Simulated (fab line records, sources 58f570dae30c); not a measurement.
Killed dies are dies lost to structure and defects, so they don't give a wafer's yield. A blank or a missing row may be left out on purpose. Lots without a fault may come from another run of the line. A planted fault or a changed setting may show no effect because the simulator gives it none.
Split-lot experiment | flow berkeley_cmos170 | 5 lots, 23 wafers read, on a route of 331 steps

THE SPLIT
At UCB170_M3_SPUTTER_01 (material Al, target thk 900 nm, time 120 s), the setting power_w was moved away from the recipe's 6000 W on 11 of the 23 wafers read, by -7.6% to +10.2%. The other wafers ran this setting at the recipe's value.

FROM THE SPLIT TO THE READING: what the file shows between them, 1 step
- UCB170_M3_RS_MEAS_02: measures by four-point-probe

THE READING
M3_AL_THK, in nm, at UCB170_M3_THK_MEAS_03 (measures by xrf). Fault-free wafers of this fab line usually give 918 nm, standard deviation 8.8 nm.

wafer  | tool, chamber at the split | power_w as run, W | against the recipe | M3_AL_THK, nm | against lot-mates on the recipe
L075.1 | pvd_sputter-01, -          | 6000              | recipe             | 911           | -
L075.2 | pvd_sputter-01, -          | 6000              | recipe             | 918           | -
L075.4 | pvd_sputter-01, -          | 6000              | recipe             | 920           | -
L074.2 | pvd_sputter-03, -          | 6000              | recipe             | 916           | -
L074.3 | pvd_sputter-03, -          | 5759              | -4.0%              | 892           | -24
L074.4 | pvd_sputter-03, -          | 6000              | recipe             | 915           | -
L074.5 | pvd_sputter-03, -          | 5759              | -4.0%              | 886           | -30
L074.6 | pvd_sputter-03, -          | 5759              | -4.0%              | 876           | -40
L080.1 | pvd_sputter-04, -          | 6610              | +10.2%             | 1004          | +92
L080.2 | pvd_sputter-04, -          | 6610              | +10.2%             | 1004          | +92
L080.4 | pvd_sputter-04, -          | 6000              | recipe             | 913           | -
L080.5 | pvd_sputter-04, -          | 6610              | +10.2%             | 1009          | +98
L080.6 | pvd_sputter-04, -          | 6000              | recipe             | 910           | -
L083.1 | pvd_sputter-03, -          | 5543              | -7.6%              | 846           | -81
L083.3 | pvd_sputter-03, -          | 6000              | recipe             | 928           | -
L083.4 | pvd_sputter-03, -          | 5543              | -7.6%              | 844           | -83
L083.5 | pvd_sputter-03, -          | 6000              | recipe             | 918           | -
L083.6 | pvd_sputter-03, -          | 6000              | recipe             | 936           | -
L084.1 | pvd_sputter-04, -          | 6000              | recipe             | 936           | -
L084.2 | pvd_sputter-04, -          | 6375              | +6.2%              | 994           | +58
L084.3 | pvd_sputter-04, -          | 6375              | +6.2%              | 993           | +56
L084.4 | pvd_sputter-04, -          | 6000              | recipe             | 937           | -
L084.6 | pvd_sputter-04, -          | 6375              | +6.2%              | 988           | +52

THE FIT
A straight line over all 23 wafers: M3_AL_THK changes by +9.29 nm for each +1% of power_w; r = +0.98; the points scatter about the line by 10 nm.
The same after taking each lot's own level away (the mean of its wafers on the recipe; 23 wafers): +9.37 nm for each +1%; r = +0.99; scatter 6.1 nm.
On that fit, the largest move of power_w shifts the reading by 95 nm.
The lots' own levels span 911.5 to 936.5 nm, that is 2.8 times the standard deviation above.
So the lot-to-lot level changes the slope little: the two slopes agree.
Check: with one of the wafers moved furthest among these (+10.2%) left out of the fit, the line predicts +95.2 nm for it against its lot-mates. It came out at +92.5 nm against them.

OTHER SPLITS ON THESE WAFERS
These wafers also went through other splits before the reading. Each is held against what the fit with the lots' levels taken away leaves over:
other split on the same wafers       | wafers away from the commonest value | r with M3_AL_THK (lot level and that fit taken away)
UCB170_PSD_COAT_01 spin_rpm          | 7                                    | +0.05
UCB170_BACKSIDE_COAT_01 spin_rpm     | 5                                    | +0.26
UCB170_CONTACT_COAT_04 resist_thk_nm | 9                                    | +0.09
UCB170_M1_METAL_ETCH_12 time_s       | 8                                    | +0.23
UCB170_M2_COAT_05 resist_thk_nm      | 9                                    | +0.03
UCB170_V2_ETCH_14 time_s             | 9                                    | -0.06

THE WHOLE CHAIN: every reading that the file lists as answering this split, in the file's order
step                  | what it does                               | reading                                                                     | change (the file's fit)               | r (the file's)
UCB170_M3_SPUTTER_01  | material Al, target thk 900 nm, time 120 s | Al_of_M3_SPUTTER_01.thk_nm (the simulator's own value, which no gauge read) | +9.06 nm for each +1% of the setting  | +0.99
UCB170_M3_RS_MEAS_02  | measures by four-point-probe               | M3_AL_RS                                                                    | -0.000314 for each +1% of the setting | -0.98
UCB170_M3_THK_MEAS_03 | measures by xrf                            | M3_AL_THK                                                                   | +9.45 for each +1% of the setting     | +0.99

THE FILE'S OWN FIT
M3_AL_THK changes by +9.45 nm for each +1% of power_w, r = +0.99.
